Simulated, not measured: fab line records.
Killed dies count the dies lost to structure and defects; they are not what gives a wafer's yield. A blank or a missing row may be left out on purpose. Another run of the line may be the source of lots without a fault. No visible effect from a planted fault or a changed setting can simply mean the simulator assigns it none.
fab line records / flow ritCmos
[record] lots = 14 wafers = 42 lastDay = 7
route steps=202 shown PRETRO@65 M1@202
lots with no fault: from the same line, run without faults
startH: hours from the record's first day to the start of the lot's first wafer shown / waitH: time in hours since the lot's previous step / " the same as in the row above / L1.1+2: a row that stands for several wafers / - no value, or no start was given / * or withheld: withheld / < > ~ a bound
route shown NAME@n: NAME is a module with steps in the file, n the number in the route of the first one / usual: mean and standard deviation over wafers with no fault / same: alike in all rows / chamber/n: place in a boat / sites: per-site readings / _std_site: the values' standard deviation / _edge_site: the outer-site mean with the inner-site mean subtracted / radiusMm: how far each site lies from the wafer's centre / mask NAME#n: copy n / behind: the most recent tool/chamber to have shaped the wafer / hold: cause of the lot's hold/its duration in hours/its outcome / device: transistor that didn't switch, given as n, p or np / end of line: tests of these same wafers at the route's end / a step given without rows: its recipe and nothing more / killed: at the first sort, the dies lost to defects and structure; wafer yield is something else / map: shows each die of a wafer: x if killed, . if not, _ if none is there
set.NAME: the setting as run; set.NAME@STEP: as run at that earlier step / model.NAME: the simulator's own value behind a step, which no gauge read
the route's steps for a sample of lots (tables are steps, rows are wafers)
[[steps]]
[step RIT_PRETRO_COAT_01]
[recipe] resist = NOVOLAK spinRpm = 2000 resistThkNm = 1300
[usual] chillPlateTempC = 22.99/0.12 dispensePressureKPa = 44.8/1.8
lot.wafer=L490.1 tool=lithoTrack-01 chamber=0 startH=52.02 waitH=0.1 chillPlateTempC=23.07 dispensePressureKPa=42.9
lot.wafer=L490.3 tool=lithoTrack-01 chamber=0 startH=52.02 waitH=0.1 chillPlateTempC=22.88 dispensePressureKPa=42.9
lot.wafer=L490.6 tool=lithoTrack-01 chamber=0 startH=52.02 waitH=0.1 chillPlateTempC=23.16 dispensePressureKPa=42.9
lot.wafer=L491.2 tool=lithoTrack-01 chamber=0 startH=57.79 waitH=0.1 chillPlateTempC=22.93 dispensePressureKPa=42.9
lot.wafer=L491.3 tool=lithoTrack-01 chamber=0 startH=57.79 waitH=0.1 chillPlateTempC=22.78 dispensePressureKPa=42.9
lot.wafer=L491.4 tool=lithoTrack-01 chamber=0 startH=57.79 waitH=0.1 chillPlateTempC=23.00 dispensePressureKPa=43.0
lot.wafer=L492.1 tool=lithoTrack-03 chamber=0 startH=57.80 waitH=0.1 chillPlateTempC=22.91 dispensePressureKPa=47.1
lot.wafer=L492.5 tool=lithoTrack-03 chamber=0 startH=57.80 waitH=0.1 chillPlateTempC=22.88 dispensePressureKPa=47.2
lot.wafer=L492.6 tool=lithoTrack-03 chamber=0 startH=57.80 waitH=0.1 chillPlateTempC=22.98 dispensePressureKPa=47.2
lot.wafer=L496.3 tool=lithoTrack-02 chamber=0 startH=69.35 waitH=0.1 chillPlateTempC=22.74 dispensePressureKPa=44.9
lot.wafer=L496.4 tool=lithoTrack-02 chamber=0 startH=69.35 waitH=0.1 chillPlateTempC=22.98 dispensePressureKPa=44.9
lot.wafer=L496.5 tool=lithoTrack-02 chamber=0 startH=69.35 waitH=0.1 chillPlateTempC=22.95 dispensePressureKPa=44.9
lot.wafer=L495.2 tool=lithoTrack-01 chamber=0 startH=69.54 waitH=0.1 chillPlateTempC=22.97 dispensePressureKPa=43.0
lot.wafer=L495.3 tool=lithoTrack-01 chamber=0 startH=69.54 waitH=0.1 chillPlateTempC=22.98 dispensePressureKPa=42.9
lot.wafer=L495.5 tool=lithoTrack-01 chamber=0 startH=69.54 waitH=0.1 chillPlateTempC=22.94 dispensePressureKPa=43.0
lot.wafer=L497.1 tool=lithoTrack-02 chamber=- startH=76.41 waitH=0.1 chillPlateTempC=- dispensePressureKPa=-
lot.wafer=L497.5 tool=lithoTrack-02 chamber=- startH=76.41 waitH=0.1 chillPlateTempC=- dispensePressureKPa=-
lot.wafer=L497.6 tool=lithoTrack-02 chamber=- startH=76.41 waitH=0.1 chillPlateTempC=- dispensePressureKPa=-
lot.wafer=L498.3 tool=lithoTrack-03 chamber=- startH=79.69 waitH=0.1 chillPlateTempC=- dispensePressureKPa=-
lot.wafer=L498.4 tool=lithoTrack-03 chamber=- startH=79.69 waitH=0.1 chillPlateTempC=- dispensePressureKPa=-
lot.wafer=L498.5 tool=lithoTrack-03 chamber=- startH=79.69 waitH=0.1 chillPlateTempC=- dispensePressureKPa=-
lot.wafer=L499.2 tool=lithoTrack-01 chamber=0 startH=82.95 waitH=0.1 chillPlateTempC=23.00 dispensePressureKPa=42.9
lot.wafer=L499.3 tool=lithoTrack-01 chamber=0 startH=82.95 waitH=0.1 chillPlateTempC=23.04 dispensePressureKPa=42.9
lot.wafer=L499.5 tool=lithoTrack-01 chamber=0 startH=82.95 waitH=0.1 chillPlateTempC=23.04 dispensePressureKPa=42.9
lot.wafer=L506.1 tool=lithoTrack-02 chamber=0 startH=117.15 waitH=0.1 chillPlateTempC=23.03 dispensePressureKPa=44.9
lot.wafer=L506.3 tool=lithoTrack-02 chamber=0 startH=117.15 waitH=0.1 chillPlateTempC=23.02 dispensePressureKPa=44.9
lot.wafer=L506.4 tool=lithoTrack-02 chamber=0 startH=117.15 waitH=0.1 chillPlateTempC=22.99 dispensePressureKPa=44.9
lot.wafer=L507.1 tool=lithoTrack-03 chamber=0 startH=126.21 waitH=0.1 chillPlateTempC=23.01 dispensePressureKPa=47.2
lot.wafer=L507.3 tool=lithoTrack-03 chamber=0 startH=126.21 waitH=0.1 chillPlateTempC=22.90 dispensePressureKPa=47.1
lot.wafer=L507.6 tool=lithoTrack-03 chamber=0 startH=126.21 waitH=0.1 chillPlateTempC=22.81 dispensePressureKPa=47.1
lot.wafer=L509.3 tool=lithoTrack-03 chamber=0 startH=131.79 waitH=0.1 chillPlateTempC=22.98 dispensePressureKPa=47.2
lot.wafer=L509.4 tool=lithoTrack-03 chamber=0 startH=131.79 waitH=0.1 chillPlateTempC=22.97 dispensePressureKPa=47.2
lot.wafer=L509.6 tool=lithoTrack-03 chamber=0 startH=131.79 waitH=0.1 chillPlateTempC=23.06 dispensePressureKPa=47.1
lot.wafer=L510.1 tool=lithoTrack-01 chamber=0 startH=143.37 waitH=0.1 chillPlateTempC=23.17 dispensePressureKPa=43.0
lot.wafer=L510.4 tool=lithoTrack-01 chamber=0 startH=143.37 waitH=0.1 chillPlateTempC=23.03 dispensePressureKPa=43.0
lot.wafer=L510.6 tool=lithoTrack-01 chamber=0 startH=143.37 waitH=0.1 chillPlateTempC=23.01 dispensePressureKPa=42.9
lot.wafer=L511.1 tool=lithoTrack-02 chamber=0 startH=144.37 waitH=0.1 chillPlateTempC=22.98 dispensePressureKPa=44.9
lot.wafer=L511.2 tool=lithoTrack-02 chamber=0 startH=144.37 waitH=0.1 chillPlateTempC=22.90 dispensePressureKPa=44.9
lot.wafer=L511.6 tool=lithoTrack-02 chamber=0 startH=144.37 waitH=0.1 chillPlateTempC=22.92 dispensePressureKPa=44.9
lot.wafer=L512.2 tool=lithoTrack-03 chamber=0 startH=149.57 waitH=0.1 chillPlateTempC=22.90 dispensePressureKPa=47.1
lot.wafer=L512.4 tool=lithoTrack-03 chamber=0 startH=149.57 waitH=0.1 chillPlateTempC=22.87 dispensePressureKPa=47.2
lot.wafer=L512.5 tool=lithoTrack-03 chamber=0 startH=149.57 waitH=0.1 chillPlateTempC=22.90 dispensePressureKPa=47.1
[step RIT_PRETRO_OVL_MEAS_06]
[usual] PRETRO_OVL = -0.1/1.4
lot.wafer=L490.1 tool=overlay-01 chamber=- startH=52.87 waitH=- PRETRO_OVL[nm]=-0.9
lot.wafer=L490.3 tool=overlay-01 chamber=- startH=52.87 waitH=- PRETRO_OVL[nm]=1.0
lot.wafer=L490.6 tool=overlay-01 chamber=- startH=52.87 waitH=- PRETRO_OVL[nm]=-1.3
lot.wafer=L491.2 tool=overlay-02 chamber=- startH=58.58 waitH=- PRETRO_OVL[nm]=0.5
lot.wafer=L491.3 tool=overlay-02 chamber=- startH=58.58 waitH=- PRETRO_OVL[nm]=-0.5
lot.wafer=L491.4 tool=overlay-02 chamber=- startH=58.58 waitH=- PRETRO_OVL[nm]=0.6
lot.wafer=L492.1 tool=overlay-01 chamber=- startH=58.73 waitH=- PRETRO_OVL[nm]=2.6
lot.wafer=L492.5 tool=overlay-01 chamber=- startH=58.73 waitH=- PRETRO_OVL[nm]=1.2
lot.wafer=L492.6 tool=overlay-01 chamber=- startH=58.73 waitH=- PRETRO_OVL[nm]=0.9
lot.wafer=L496.3 tool=overlay-01 chamber=- startH=70.22 waitH=- PRETRO_OVL[nm]=1.4
lot.wafer=L496.4 tool=overlay-01 chamber=- startH=70.22 waitH=- PRETRO_OVL[nm]=1.7
lot.wafer=L496.5 tool=overlay-01 chamber=- startH=70.22 waitH=- PRETRO_OVL[nm]=1.1
lot.wafer=L495.2 tool=overlay-01 chamber=- startH=70.46 waitH=- PRETRO_OVL[nm]=1.9
lot.wafer=L495.3 tool=overlay-01 chamber=- startH=70.46 waitH=- PRETRO_OVL[nm]=1.8
lot.wafer=L495.5 tool=overlay-01 chamber=- startH=70.46 waitH=- PRETRO_OVL[nm]=2.5
lot.wafer=L497.1 tool=overlay-01 chamber=- startH=77.14 waitH=- PRETRO_OVL[nm]=-
lot.wafer=L497.5 tool=overlay-01 chamber=- startH=77.14 waitH=- PRETRO_OVL[nm]=-
lot.wafer=L497.6 tool=overlay-01 chamber=- startH=77.14 waitH=- PRETRO_OVL[nm]=-
lot.wafer=L498.3 tool=overlay-01 chamber=- startH=80.46 waitH=- PRETRO_OVL[nm]=-
lot.wafer=L498.4 tool=overlay-01 chamber=- startH=80.46 waitH=- PRETRO_OVL[nm]=-
lot.wafer=L498.5 tool=overlay-01 chamber=- startH=80.46 waitH=- PRETRO_OVL[nm]=-
lot.wafer=L499.2 tool=overlay-02 chamber=- startH=83.78 waitH=- PRETRO_OVL[nm]=-1.9
lot.wafer=L499.3 tool=overlay-02 chamber=- startH=83.78 waitH=- PRETRO_OVL[nm]=-0.8
lot.wafer=L499.5 tool=overlay-02 chamber=- startH=83.78 waitH=- PRETRO_OVL[nm]=1.3
lot.wafer=L506.1 tool=overlay-02 chamber=- startH=118.23 waitH=- PRETRO_OVL[nm]=-0.5
lot.wafer=L506.3 tool=overlay-02 chamber=- startH=118.23 waitH=- PRETRO_OVL[nm]=1.1
lot.wafer=L506.4 tool=overlay-02 chamber=- startH=118.23 waitH=- PRETRO_OVL[nm]=-0.3
lot.wafer=L507.1 tool=overlay-01 chamber=- startH=127.06 waitH=- PRETRO_OVL[nm]=0.6
lot.wafer=L507.3 tool=overlay-01 chamber=- startH=127.06 waitH=- PRETRO_OVL[nm]=-2.3
lot.wafer=L507.6 tool=overlay-01 chamber=- startH=127.06 waitH=- PRETRO_OVL[nm]=-0.4
lot.wafer=L509.3 tool=overlay-02 chamber=- startH=132.65 waitH=- PRETRO_OVL[nm]=1.0
lot.wafer=L509.4 tool=overlay-02 chamber=- startH=132.65 waitH=- PRETRO_OVL[nm]=1.3
lot.wafer=L509.6 tool=overlay-02 chamber=- startH=132.65 waitH=- PRETRO_OVL[nm]=1.8
lot.wafer=L510.1 tool=overlay-01 chamber=- startH=144.22 waitH=- PRETRO_OVL[nm]=-1.8
lot.wafer=L510.4 tool=overlay-01 chamber=- startH=144.22 waitH=- PRETRO_OVL[nm]=0.6
lot.wafer=L510.6 tool=overlay-01 chamber=- startH=144.22 waitH=- PRETRO_OVL[nm]=-1.3
lot.wafer=L511.1 tool=overlay-01 chamber=- startH=145.23 waitH=- PRETRO_OVL[nm]=1.5
lot.wafer=L511.2 tool=overlay-01 chamber=- startH=145.23 waitH=- PRETRO_OVL[nm]=-1.2
lot.wafer=L511.6 tool=overlay-01 chamber=- startH=145.23 waitH=- PRETRO_OVL[nm]=0.0
lot.wafer=L512.2 tool=overlay-02 chamber=- startH=150.38 waitH=- PRETRO_OVL[nm]=0.5
lot.wafer=L512.4 tool=overlay-02 chamber=- startH=150.38 waitH=- PRETRO_OVL[nm]=1.2
lot.wafer=L512.5 tool=overlay-02 chamber=- startH=150.38 waitH=- PRETRO_OVL[nm]=1.4
[step RIT_M1_PROBE_99]
[usual] killed_at_M0_to_M3 = 0.0/0.14 killedAtContacts = 0.0/0.2 killedAtFrontEnd = 7.3/2.8 killedDies = 7.3/2.8 killedOnRim = 1.9/1.3 killedOpen = 3.8/1.9 killedShort = 3.5/1.8
[same] grossDies = 264 killed_at_M4_up = 0 killedAtBackSide = 0 killedAtOther = 0
lot.wafer=L492.1 tool=prober-02 chamber=- startH=91.20 waitH=0.1 killed_at_M0_to_M3=0 killedAtContacts=0 killedAtFrontEnd=7 killedDies=7 killedOnRim=3 killedOpen=2 killedShort=5
lot.wafer=L492.5 tool=prober-02 chamber=- startH=91.40 waitH=0.2 killed_at_M0_to_M3=0 killedAtContacts=0 killedAtFrontEnd=3 killedDies=3 killedOnRim=1 killedOpen=2 killedShort=1
lot.wafer=L492.6 tool=prober-02 chamber=- startH=91.45 waitH=0.2 killed_at_M0_to_M3=0 killedAtContacts=0 killedAtFrontEnd=5 killedDies=5 killedOnRim=1 killedOpen=3 killedShort=2
lot.wafer=L497.1 tool=prober-01 chamber=- startH=105.90 waitH=0.1 killed_at_M0_to_M3=0 killedAtContacts=0 killedAtFrontEnd=264 killedDies=264 killedOnRim=70 killedOpen=6 killedShort=2
lot.wafer=L497.5 tool=prober-01 chamber=- startH=106.10 waitH=0.2 killed_at_M0_to_M3=0 killedAtContacts=0 killedAtFrontEnd=264 killedDies=264 killedOnRim=70 killedOpen=4 killedShort=1
lot.wafer=L497.6 tool=prober-01 chamber=- startH=106.15 waitH=0.2 killed_at_M0_to_M3=0 killedAtContacts=0 killedAtFrontEnd=264 killedDies=264 killedOnRim=70 killedOpen=1 killedShort=5
lot.wafer=L498.3 tool=prober-02 chamber=- startH=108.68 waitH=0.2 killed_at_M0_to_M3=0 killedAtContacts=1 killedAtFrontEnd=263 killedDies=264 killedOnRim=70 killedOpen=3 killedShort=3
lot.wafer=L498.4 tool=prober-02 chamber=- startH=108.73 waitH=0.2 killed_at_M0_to_M3=0 killedAtContacts=0 killedAtFrontEnd=264 killedDies=264 killedOnRim=70 killedOpen=6 killedShort=2
lot.wafer=L498.5 tool=prober-02 chamber=- startH=108.78 waitH=0.2 killed_at_M0_to_M3=0 killedAtContacts=0 killedAtFrontEnd=264 killedDies=264 killedOnRim=70 killedOpen=3 killedShort=0
lot.wafer=L499.2 tool=prober-01 chamber=- startH=114.31 waitH=0.1 killed_at_M0_to_M3=0 killedAtContacts=0 killedAtFrontEnd=7 killedDies=7 killedOnRim=2 killedOpen=3 killedShort=4
lot.wafer=L499.3 tool=prober-01 chamber=- startH=114.36 waitH=0.2 killed_at_M0_to_M3=0 killedAtContacts=0 killedAtFrontEnd=11 killedDies=11 killedOnRim=3 killedOpen=4 killedShort=7
lot.wafer=L499.5 tool=prober-01 chamber=- startH=114.46 waitH=0.2 killed_at_M0_to_M3=0 killedAtContacts=0 killedAtFrontEnd=5 killedDies=5 killedOnRim=2 killedOpen=1 killedShort=4
lot.wafer=L506.1 tool=prober-02 chamber=- startH=150.95 waitH=0.1 killed_at_M0_to_M3=0 killedAtContacts=0 killedAtFrontEnd=10 killedDies=10 killedOnRim=2 killedOpen=8 killedShort=2
lot.wafer=L506.3 tool=prober-02 chamber=- startH=151.05 waitH=0.2 killed_at_M0_to_M3=0 killedAtContacts=0 killedAtFrontEnd=17 killedDies=17 killedOnRim=3 killedOpen=9 killedShort=8
lot.wafer=L506.4 tool=prober-02 chamber=- startH=151.10 waitH=0.2 killed_at_M0_to_M3=0 killedAtContacts=0 killedAtFrontEnd=9 killedDies=9 killedOnRim=2 killedOpen=7 killedShort=2
lot.wafer=L507.1 tool=prober-01 chamber=- startH=154.09 waitH=0.1 killed_at_M0_to_M3=0 killedAtContacts=0 killedAtFrontEnd=7 killedDies=7 killedOnRim=1 killedOpen=5 killedShort=2
lot.wafer=L507.3 tool=prober-01 chamber=- startH=154.19 waitH=0.2 killed_at_M0_to_M3=0 killedAtContacts=0 killedAtFrontEnd=10 killedDies=10 killedOnRim=3 killedOpen=6 killedShort=4
lot.wafer=L507.6 tool=prober-01 chamber=- startH=154.34 waitH=0.2 killed_at_M0_to_M3=0 killedAtContacts=0 killedAtFrontEnd=6 killedDies=6 killedOnRim=3 killedOpen=4 killedShort=2
lot.wafer=L511.1 tool=prober-01 chamber=- startH=173.85 waitH=0.1 killed_at_M0_to_M3=0 killedAtContacts=0 killedAtFrontEnd=8 killedDies=8 killedOnRim=3 killedOpen=5 killedShort=3
lot.wafer=L511.2 tool=prober-01 chamber=- startH=173.90 waitH=0.1 killed_at_M0_to_M3=0 killedAtContacts=0 killedAtFrontEnd=13 killedDies=13 killedOnRim=2 killedOpen=6 killedShort=7
lot.wafer=L511.6 tool=prober-01 chamber=- startH=174.10 waitH=0.2 killed_at_M0_to_M3=0 killedAtContacts=0 killedAtFrontEnd=16 killedDies=16 killedOnRim=3 killedOpen=8 killedShort=8
// killed by level:class
L492.1 GATE:geometricParticle:open=2 FOX1:geometricParticle:short=1 FOX2:geometricParticle:short=1 GATE:geometricParticle:short=1 REOX:geometricParticle:short=1 SPACER:geometricParticle:short=1
L492.5 GATE:geometricParticle:open=1 FOX2:geometricParticle:open=1 GATE:geometricParticle:short=1
L492.6 GATE:geometricParticle:short=2 FOX1:geometricParticle:open=1 GATE:geometricParticle:open=1 REOX:geometricParticle:open=1
L497.1 PRETRO:areaExpose=256 FOX2:geometricParticle:open=2 GATE:geometricParticle:open=2 FOX1:geometricParticle:open=1 FOX2:geometricParticle:short=1 GATE:geometricParticle:short=1 SILICIDE:geometricParticle:open=1
L497.5 PRETRO:areaExpose=259 GATE:geometricParticle:open=2 FOX2:geometricParticle:open=1 GATE:geometricParticle:short=1 SPACER:geometricParticle:open=1
L497.6 PRETRO:areaExpose=258 SILICIDE:geometricParticle:short=4 GATE:geometricParticle:open=1 GATE:geometricParticle:short=1
L498.3 PRETRO:areaExpose=257 GATE:geometricParticle:short=2 FOX2:geometricParticle:short=1 GATE:geometricParticle:open=1 REOX:geometricParticle:open=1 SILICIDE:geometricParticle:open=1 CONTACT:coatMicrobubblePrinted=1
L498.4 PRETRO:areaExpose=256 SPACER:geometricParticle:open=3 SILICIDE:geometricParticle:open=2 GATE:geometricParticle:open=1 REOX:geometricParticle:short=1 SILICIDE:geometricParticle:short=1
L498.5 PRETRO:areaExpose=261 GATE:geometricParticle:open=1 REOX:geometricParticle:open=1 SPACER:geometricParticle:open=1
L499.2 GATE:geometricParticle:open=2 GATE:geometricParticle:short=2 REOX:geometricParticle:open=1 REOX:geometricParticle:short=1 SILICIDE:geometricParticle:short=1
L499.3 GATE:geometricParticle:open=3 GATE:geometricParticle:short=2 REOX:geometricParticle:short=2 SILICIDE:geometricParticle:short=2 FOX1:geometricParticle:short=1 SILICIDE:geometricParticle:open=1
L499.5 FOX2:geometricParticle:short=1 GATE:geometricParticle:short=1 REOX:geometricParticle:short=1 SILICIDE:geometricParticle:open=1 SILICIDE:geometricParticle:short=1
L506.1 REOX:geometricParticle:open=5 GATE:geometricParticle:open=2 FOX1:geometricParticle:open=1 REOX:geometricParticle:short=1 SPACER:geometricParticle:short=1
L506.3 REOX:geometricParticle:short=5 REOX:geometricParticle:open=3 SPACER:geometricParticle:open=3 GATE:geometricParticle:open=2 FOX1:geometricParticle:open=1 FOX1:geometricParticle:short=1 GATE:geometricParticle:short=1 SILICIDE:geometricParticle:short=1
L506.4 REOX:geometricParticle:open=3 REOX:geometricParticle:short=2 FOX1:geometricParticle:open=1 GATE:geometricParticle:open=1 SPACER:geometricParticle:open=1 SILICIDE:geometricParticle:open=1
L507.1 FOX2:geometricParticle:open=3 FOX2:geometricParticle:short=2 REOX:geometricParticle:open=1 SPACER:geometricParticle:open=1
L507.3 REOX:geometricParticle:open=2 FOX1:geometricParticle:open=1 FOX1:geometricParticle:short=1 GATE:geometricParticle:open=1 REOX:geometricParticle:short=1 SPACER:geometricParticle:short=1 SPACER:geometricParticle:open=1 SILICIDE:geometricParticle:short=1
L507.6 FOX1:geometricParticle:open=2 FOX1:geometricParticle:short=1 FOX2:geometricParticle:open=1 GATE:geometricParticle:short=1 SPACER:geometricParticle:open=1
L511.1 GATE:geometricParticle:open=2 REOX:geometricParticle:open=2 FOX1:geometricParticle:short=1 FOX2:geometricParticle:open=1 FOX2:geometricParticle:short=1 SILICIDE:geometricParticle:short=1
L511.2 GATE:geometricParticle:short=4 FOX1:geometricParticle:short=2 FOX2:geometricParticle:open=2 GATE:geometricParticle:open=2 REOX:geometricParticle:short=1 SPACER:geometricParticle:open=1 SILICIDE:geometricParticle:open=1
L511.6 GATE:geometricParticle:short=4 SPACER:geometricParticle:short=3 FOX1:geometricParticle:open=2 GATE:geometricParticle:open=2 FOX1:geometricParticle:short=1 FOX2:geometricParticle:open=1 REOX:geometricParticle:open=1 SPACER:geometricParticle:open=1
[[key]]
[firstSign] step = RIT_PRETRO_COAT_01 reading = toolRecord direction = missing
[effect] step = RIT_PRETRO_OVL_MEAS_06 reading = PRETRO_OVL direction = missing
[effect] step = RIT_M1_PROBE_99 reading = killedAtFrontEnd direction = up sigmas = 90 usual = 7.3 struck = 263.8
[moreKillsBornAt] RIT_PRETRO_EXPOSE_03@ilineStepper-02 = 1547
metAt RIT_PRETRO_COAT_01
struckLots L497,L498
testerLeftOut L497,L498
onsetBetween 69.35 76.41
[fault] kind = skippedStepWhole tool = lithoTrack-02,lithoTrack-03 chamber = - onsetH = 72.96 steps = RIT_PRETRO_COAT_01 scope = struckLotsOnly
// testerLeftOut: of these lots the tester's yield and bins aren't shown, on N5 and GAA mostly nor the transistor test; their killed dies are dies lost to structure and defects alone, not to doping, threshold or leakage, so they don't give the yield
